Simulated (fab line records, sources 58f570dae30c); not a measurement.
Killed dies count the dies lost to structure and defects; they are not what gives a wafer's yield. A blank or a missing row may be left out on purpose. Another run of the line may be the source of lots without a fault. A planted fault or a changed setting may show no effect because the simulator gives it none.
What tool caused it? + flow berkeley_cmos170 + 7 lots with 21 wafers sampled at 2 steps, on a route of 331 steps

WHAT THE GAUGES READ, wafer by wafer
UCB170_START_THK_MEAS_03.
| lot  | measured    | on            | START_OXIDE_THK (nm) |
|------|-------------|---------------|----------------------|
| L568 | day 1 18:20 | film_metro-02 | 20.3 20.4 20.2       |
| L571 | day 2 11:09 | film_metro-02 | 20.3 20.6 20.5       |
| L574 | day 3 02:22 | film_metro-04 | 20.2 19.8 19.9       |
| L578 | day 3 22:14 | film_metro-02 | 20.4 19.9 20.3       |
| L581 | day 4 15:16 | film_metro-04 | 22.5 22.4 22.2       |
| L584 | day 5 05:10 | film_metro-03 | 21.7 22.0 22.3       |
| L589 | day 6 01:46 | film_metro-02 | 19.7 19.8 19.5       |

WHAT TOOL EACH LOT RAN ON (gives the tool, then ch and the chambers of the sampled wafers, and finally the start)
| lot  | UCB170_START_OXIDATION_02    |
|------|------------------------------|
| L568 | furnace-04 ch 0, day 1 16:49 |
| L571 | furnace-03 ch 0, day 2 09:39 |
| L574 | furnace-01 ch 0, day 3 00:52 |
| L578 | furnace-01 ch 0, day 3 20:44 |
| L581 | furnace-03 ch 0, day 4 13:44 |
| L584 | furnace-03 ch 0, day 5 03:40 |
| L589 | furnace-01 ch 0, day 6 00:16 |
- UCB170_START_OXIDATION_02: target thk 20 nm, ox time 1800 s.

THE ANSWER, worked out from the rows above alone
Rule: the usual values come from the lots themselves. The widest of any qualifying gaps counts: lots, ordered by their means at a reading, are off when they make up no more than a third of the lots, leave a main group of 4 or more, and stand apart from it by 3 or more times the standard deviation of that group's means. The tables above print the reading to a certain number of digits; a main group whose means all agree to those digits is not used. Also off: a lot with no number at a reading for which 4 or more lots have one. All remaining lots with rows at the step are treated as sound.
Off: L581, L584, seen at UCB170_START_THK_MEAS_03 (START_OXIDE_THK). The main group has a mean of 20.1 nm with a standard deviation of 0.28.
A tool fits if, at a process step before that reading, it ran every lot that is off, and no sound lot after the first of them. Gauges at UCB170_START_THK_MEAS_03: tried the same way as those tools. One fits: UCB170_START_OXIDATION_02 on furnace-03. Its last sound lot is L571 (day 2 09:39), its first lot that is off L581 (day 4 13:44): a fault that began between those two fits.

WHAT WAS PUT IN BY THE SIMULATOR
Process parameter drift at UCB170_START_OXIDATION_02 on furnace-03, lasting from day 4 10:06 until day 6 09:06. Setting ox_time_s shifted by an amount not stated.
Lots struck among those shown: L581, L584. This agrees with what the rule above found.
